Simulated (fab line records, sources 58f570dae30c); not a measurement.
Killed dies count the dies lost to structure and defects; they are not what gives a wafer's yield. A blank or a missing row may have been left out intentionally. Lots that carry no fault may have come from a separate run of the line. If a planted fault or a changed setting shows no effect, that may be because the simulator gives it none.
A lot that was struck, set against a sound lot -- flow berkeley-cmos170 -- 44 steps out of a route of 331
Sound: these wafers, L564.3, L564.4, L564.5. Struck: wafers L567.1, L567.3, L567.5. The cause comes at the end.
For every step that has rows: the tool of each side, followed by ch and its chambers, followed by its first start. Under that, the readings that differ: sound wafers -- struck wafers -- difference of the means -- sigmas: that difference in standard deviations of wafers without a fault.
alike: same words and numbers on both sides, and readings whose means sit less than 2 such deviations apart. not compared: any withheld reading, any reading some wafer has no value for, any bound like >300 that may hide the same value, and any number with overlapping values for which the record gives no deviation.
The two part at a step that has a row with sigmas, a row that says differs or no value, or rows on one side only. Numbers that don't overlap but have no deviation are shown without sigmas and don't part them. A reading missing from all wafers of one side parts the sides only when that side holds two or more wafers.

first, 3 steps without rows for these wafers: UCB170_PVT_EXPOSE_03 (exposes mask NWELL, target cd 3000 nm); UCB170_PVT_PEB_04; UCB170_PVT_DEVELOP_05 (develop time 45 s).
UCB170_PVT_OVL_MEAS_06:
  sound on overlay-01, day 7 15:08; struck on overlay-01, day 8 06:10
  alike: PVT_OVL
then, 1 step without rows for these wafers: UCB170_PVT_IMPLANT_07.
UCB170_PVT_STRIP_08: strips in O2.
  sound on plasma-asher-03 ch 0,1, day 7 15:20; struck on plasma-asher-04 ch 0,1, day 8 06:21
  alike: drypump-motor-current-A, oes-product-au, strip-time-to-endpoint-s
  not compared: rf-hours-counter-h
UCB170_PVT_TW_MEAS_09:
  sound on film-metro-03, day 7 15:26; struck on film-metro-03, day 8 06:27
  alike: PVT_TW
then, 1 step without rows for these wafers: UCB170_GATE_WET_ETCH_00 (etches SiO2 in dHF, time 200 s).
UCB170_FIELD_THK_MEAS_91:
  sound on film-metro-01, day 7 15:33; struck on film-metro-01, day 8 06:35
  alike: FIELD_OXIDE_LEFT_2_THK
then, 1 step without rows for these wafers: UCB170_GATE_OXIDATION_01 (target thk 6.6 nm, ox time 1800 s).
UCB170_GATE_THK_MEAS_02:
  sound on film-metro-02, day 7 18:26; struck on film-metro-02, day 8 10:23
  alike: GATE_OXIDE_THK
then, 1 step without rows for these wafers: UCB170_GATE_ANNEAL_03 (time 1800 s).
UCB170_GATE_CVD_04: deposits poly-Si from SiH4, time 1440 s, target thk 214 nm.
  sound on lpcvd-01 ch 0, day 7 23:02; struck on lpcvd-01 ch 1, day 8 15:59
reading,sound,struck,difference,sigmas
spike-tc-centre-C (C),612.3 611.8 613.4,587.4 587.7 586.8,-25.2,-23
spike-tc-load-C (C),635.4 636.7 634.6,609.9 608.9 610.0,-26.0,-12
spike-tc-source-C (C),632.5 630.7 631.7,605.6 606.4 607.2,-25.2,-15
susceptor-temp-C (C),609.92 610.08 610.54,585.50 585.63 585.44,-24.66,-88
model.poly-Si_of_GATE_CVD_04.thk-nm (nm),218.4 217.7 217.8,117.4 116.8 117.8,-100.6,
UCB170_GATE_THK_MEAS_05:
  sound on film-metro-01, day 8 00:31; struck on film-metro-01, day 8 17:26
reading,sound,struck,difference,sigmas
GATE_POLY_THK (nm),218.4 217.8 217.9,117.3 116.8 117.9,-100.7,-42
then, 6 steps without rows for these wafers: UCB170_GATE_COAT_06; UCB170_GATE_COAT_07 (resist thk 900 nm); UCB170_GATE_SOFTBAKE_08 (time 60 s); UCB170_GATE_EXPOSE_09 (exposes mask POLY, target cd 350 nm); UCB170_GATE_PEB_10; UCB170_GATE_DEVELOP_11 (develop time 45 s).
UCB170_GATE_CD_MEAS_12: target cd 350 nm.
  sound on cd-sem-01, day 8 02:25; struck on cd-sem-02, day 8 18:31
  alike: cd-nm
UCB170_GATE_OVL_MEAS_13:
  sound on overlay-01, day 8 02:31; struck on overlay-01, day 8 18:38
  alike: GATE_OVL
UCB170_GATE_ETCH_14: etches BARC in N2/H2.
  sound on rie-diel-01 ch 0,1, day 8 02:32; struck on rie-diel-02 ch 0,3, day 8 18:40
  alike: drypump-motor-current-A, oes-product-au, throttle-valve-pct
UCB170_GATE_ETCH_15: etches poly-Si in HBr/Cl2, stops on SiO2, time 56.3 s, target depth 278.2 nm.
  sound on rie-si-01 ch 0,2, day 8 02:35; struck on rie-si-02 ch 0,1,3, day 8 18:43
reading,sound,struck,difference,sigmas
oes-product-au (a.u.),0.824 0.820 0.834,0.563 0.589 0.576,-0.250,-17
model.GATE.feature-depth-nm (nm),218.4 217.7 217.9,117.4 116.8 117.8,-100.7,
model.etch.depth-nm (nm),218.4 217.7 217.8,117.4 116.8 117.8,-100.6,
  alike: drypump-motor-current-A, throttle-valve-pct
  not compared: rf-hours-counter-h
UCB170_GATE_STRIP_16: strips in O2.
  sound on plasma-asher-04 ch 0,1, day 8 02:40; struck on plasma-asher-03 ch 0,1, day 8 18:46
  alike: drypump-motor-current-A, oes-product-au
  not compared: rf-hours-counter-h
UCB170_GATE_CD_MEAS_90: target cd 350 nm.
  sound on cd-sem-01, day 8 02:47; struck on cd-sem-01, day 8 18:52
  alike: cd-nm
then, 7 steps without rows for these wafers: UCB170_GATE_CLEAN_17 (cleans in SPM, time 600 s); UCB170_PLDD_HMDS_00 (prime time 60 s); UCB170_PLDD_COAT_01 (resist thk 900 nm); UCB170_PLDD_SOFTBAKE_02 (time 60 s); UCB170_PLDD_EXPOSE_03 (exposes mask PSELECT, target cd 1200 nm); UCB170_PLDD_PEB_04; UCB170_PLDD_DEVELOP_05 (develop time 45 s).
UCB170_PLDD_CD_MEAS_06: target cd 1200 nm.
  sound on cd-sem-01, day 8 05:06; struck on cd-sem-02, day 8 20:40
reading,sound,struck,difference,sigmas
cd-nm (nm),1200.2 1198.3 1199.6,1202.2 1204.2 1202.8,+3.7,+3
UCB170_PLDD_OVL_MEAS_07:
  sound on overlay-02, day 8 05:11; struck on overlay-02, day 8 20:47
  alike: PLDD_OVL
then, 2 steps without rows for these wafers: UCB170_PLDD_IMPLANT_08; UCB170_PLDD_IMPLANT_09.
UCB170_PLDD_STRIP_10: strips in O2.
  sound on plasma-asher-01 ch 0,1, day 8 05:33; struck on plasma-asher-02 ch 0,1, day 8 21:08
  alike: drypump-motor-current-A, oes-product-au, strip-time-to-endpoint-s
  not compared: rf-hours-counter-h
UCB170_PLDD_TW_MEAS_11:
  sound on film-metro-01, day 8 05:38; struck on film-metro-01, day 8 21:14
  alike: PLDD_TW
then, 3 steps without rows for these wafers: UCB170_PLDD_CLEAN_12 (cleans in SPM, time 600 s); UCB170_NLDD_HMDS_00 (prime time 60 s); UCB170_NLDD_COAT_01 (resist thk 900 nm).
UCB170_SILICIDE_PRE_CLEAN_00: preclean etch time 60 s.
  sound on pvd-sputter-01, day 8 18:19; struck on pvd-sputter-01, day 9 11:54
reading,sound,struck,difference,sigmas
model.poly-Si_of_GATE_CVD_04.thk-nm (nm),211.6 210.8 211,110.5 110 110.8,-100.7,
UCB170_M3_PROBE_99:
  rows exist in the record for the struck wafers here (prober-02, day 10 17:05), but not for the sound ones

== WHERE THEY PART ==
Earliest at UCB170_GATE_CVD_04; latest, in this record, at UCB170_M3_PROBE_99.

WHY: what the simulator had put in
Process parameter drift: lpcvd-01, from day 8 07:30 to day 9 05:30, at UCB170_GATE_CVD_04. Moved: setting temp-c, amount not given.
